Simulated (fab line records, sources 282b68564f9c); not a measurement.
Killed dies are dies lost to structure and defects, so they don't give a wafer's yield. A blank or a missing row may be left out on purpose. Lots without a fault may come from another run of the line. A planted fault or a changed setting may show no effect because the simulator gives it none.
One fault seen from 2 desks | flow rit_cmos | each desk has only its own numbers; what lay behind them comes last

THE METROLOGY DESK
What the gauges read, lot by lot, whatever tool the lot ran on: means of the sampled wafers that have a number. A lot is out of limits, marked OUT, if its mean lies more than 4 standard deviations from the usual mean; the brackets give that distance.
Columns: A = M1_AL_RS at RIT_M1_RS_MEAS_01, usual 0.0734 ohm/sq; B = M1_AL_THK at RIT_M1_THK_MEAS_02, usual 397 nm; C = cd_nm at RIT_M1_CD_MEAS_09, usual 2599.8 nm; D = M1_OVL at RIT_M1_OVL_MEAS_10, usual 0.6 nm
lot  | first seen here | A      | B   | C      | D
L559 | day 4 03:01     | 0.0728 | 401 | 2598.2 | -1.3
L561 | day 4 12:47     | 0.0727 | 401 | 2599.5 | -1.4
L572 | day 6 16:02     | 0.0740 | 394 | 2601.5 | 1.0
L574 | day 7 02:55     | 0.0740 | 393 | 2601.8 | 1.6
L578 | day 8 01:17     | 0.0739 | 398 | 2601.2 | -0.8
L579 | day 8 07:53     | 0.0733 | 398 | 2601.3 | 1.0
This desk's finding: nothing out of limits on any of the 6 lots.

THE TOOL OWNER'S DESK: rie_metal-04
The tool's own readings at RIT_M1_METAL_ETCH_12 (etches Al in Cl2/BCl3, stops on SiO2, time 165 s, target depth 600 nm): means of the sampled wafers that have a number, for each lot that ran on this tool. A lot is out of limits, marked OUT, if its mean lies more than 4 standard deviations from the usual mean; the brackets give that distance.
Columns: A = drypump_motor_current_A at RIT_M1_METAL_ETCH_12, usual 5.8 A; B = oes_product_au at RIT_M1_METAL_ETCH_12, usual 0.777 a.u.; C = throttle_valve_pct at RIT_M1_METAL_ETCH_12, usual 8.27 %
lot  | first seen here | A   | B     | C
L559 | day 4 04:29     | 6.0 | 0.791 | 8.32
L572 | day 6 17:30     | 6.0 | 0.774 | 8.40
L574 | day 7 04:22     | 6.0 | 0.783 | 8.42
This desk's finding: nothing out of limits on any of the 3 lots.

PUT TOGETHER
The metrology desk saw nothing out of limits.
The tool owner's desk saw nothing out of limits.

WHAT THE SIMULATOR HAD PUT IN
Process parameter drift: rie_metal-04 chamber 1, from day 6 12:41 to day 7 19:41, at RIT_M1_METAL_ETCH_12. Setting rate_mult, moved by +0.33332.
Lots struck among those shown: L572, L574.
